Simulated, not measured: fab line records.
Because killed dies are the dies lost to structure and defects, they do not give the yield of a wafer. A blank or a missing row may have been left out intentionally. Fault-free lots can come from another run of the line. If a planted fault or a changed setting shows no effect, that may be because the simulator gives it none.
Split-lot trial | flow ritCmos | on a route of 202 steps: 5 lots, 23 wafers read

## ON THE SPLIT
At RIT_GATE_OXIDATION_05 (target thk 3 nm, ox time 270 s), the setting tempC was moved away from the recipe's 900 C on 20 of the 23 wafers read, by +1.1% to +2.6%. This setting was run at the recipe's value on the other wafers.

## FROM THE SPLIT ON TO THE READING: in between, the file shows 1 step
- RIT_GATE_ANNEAL_06: time 600 s

## THE READING
At RIT_GATE_THK_MEAS_07: GATE_OXIDE_THK, given in nm. A value of 3.00 nm with a standard deviation of 0.057 nm is what fault-free wafers of this fab line usually give.

wafer  | tool, chamber at the split | tempC as run, C | against the recipe | GATE_OXIDE_THK, nm | against lot-mates on the recipe
L074.1 | -, -                       | 909.9           | +1.1%              | 3.42               | no lot-mate on the recipe
L074.2 | -, -                       | 909.9           | +1.1%              | 3.45               | no lot-mate on the recipe
L074.3 | -, -                       | 909.9           | +1.1%              | 3.37               | no lot-mate on the recipe
L074.5 | -, -                       | 909.9           | +1.1%              | 3.30               | no lot-mate on the recipe
L074.6 | -, -                       | 909.9           | +1.1%              | 3.39               | no lot-mate on the recipe
L078.1 | -, -                       | 923.6           | +2.6%              | 3.99               | no lot-mate on the recipe
L078.3 | -, -                       | 923.6           | +2.6%              | 3.95               | no lot-mate on the recipe
L078.4 | -, -                       | 923.6           | +2.6%              | 4.03               | no lot-mate on the recipe
L078.5 | -, -                       | 923.6           | +2.6%              | 4.03               | no lot-mate on the recipe
L078.6 | -, -                       | 923.6           | +2.6%              | 3.98               | no lot-mate on the recipe
L079.1 | furnace-03, 0              | 900             | recipe             | 2.93               | -
L079.4 | furnace-03, 0              | 900             | recipe             | 3.00               | -
L079.5 | furnace-03, 0              | 900             | recipe             | 3.03               | -
L082.2 | -, -                       | 916.9           | +1.9%              | 3.57               | no lot-mate on the recipe
L082.3 | -, -                       | 916.9           | +1.9%              | 3.65               | no lot-mate on the recipe
L082.4 | -, -                       | 916.9           | +1.9%              | 3.64               | no lot-mate on the recipe
L082.5 | -, -                       | 916.9           | +1.9%              | 3.66               | no lot-mate on the recipe
L082.6 | -, -                       | 916.9           | +1.9%              | 3.68               | no lot-mate on the recipe
L085.1 | -, -                       | 921.5           | +2.4%              | 3.90               | no lot-mate on the recipe
L085.2 | -, -                       | 921.5           | +2.4%              | 3.93               | no lot-mate on the recipe
L085.3 | -, -                       | 921.5           | +2.4%              | 3.97               | no lot-mate on the recipe
L085.4 | -, -                       | 921.5           | +2.4%              | 3.91               | no lot-mate on the recipe
L085.6 | -, -                       | 921.5           | +2.4%              | 3.87               | no lot-mate on the recipe

THE FIT
A straight line over all 23 wafers: GATE_OXIDE_THK changes by +0.388 nm for each +1% of tempC; r = +0.99; the points scatter about the line by 0.051 nm.
Too few moved wafers have a lot-mate on the recipe to fit a line with each lot's own level taken away.

## THE WHOLE CHAIN: every reading that the file lists as answering this split, in the file's order
step                  | what it does                   | reading                                                                          | change (the file's fit)             | r (the file's)
RIT_GATE_OXIDATION_05 | target thk 3 nm, ox time 270 s | SiO2_of_GATE_OXIDATION_05.thkNm (the simulator's own value, which no gauge read) | +0.4 nm for each +1% of the setting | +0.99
RIT_GATE_THK_MEAS_07  |                                | GATE_OXIDE_THK                                                                   | +0.389 for each +1% of the setting  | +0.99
RIT_M1_PROBE_99       |                                | etest.nmosNarrow.driveUaUm (the simulator's own value, which no gauge read)      | -33.6 for each +1% of the setting   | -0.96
RIT_M1_PROBE_99       |                                | etest.nmos_0p3.driveUaUm (the simulator's own value, which no gauge read)        | -30.7 for each +1% of the setting   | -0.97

## THE FILE'S OWN FIT
GATE_OXIDE_THK changes by +0.389 nm for each +1% of tempC, r = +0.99.
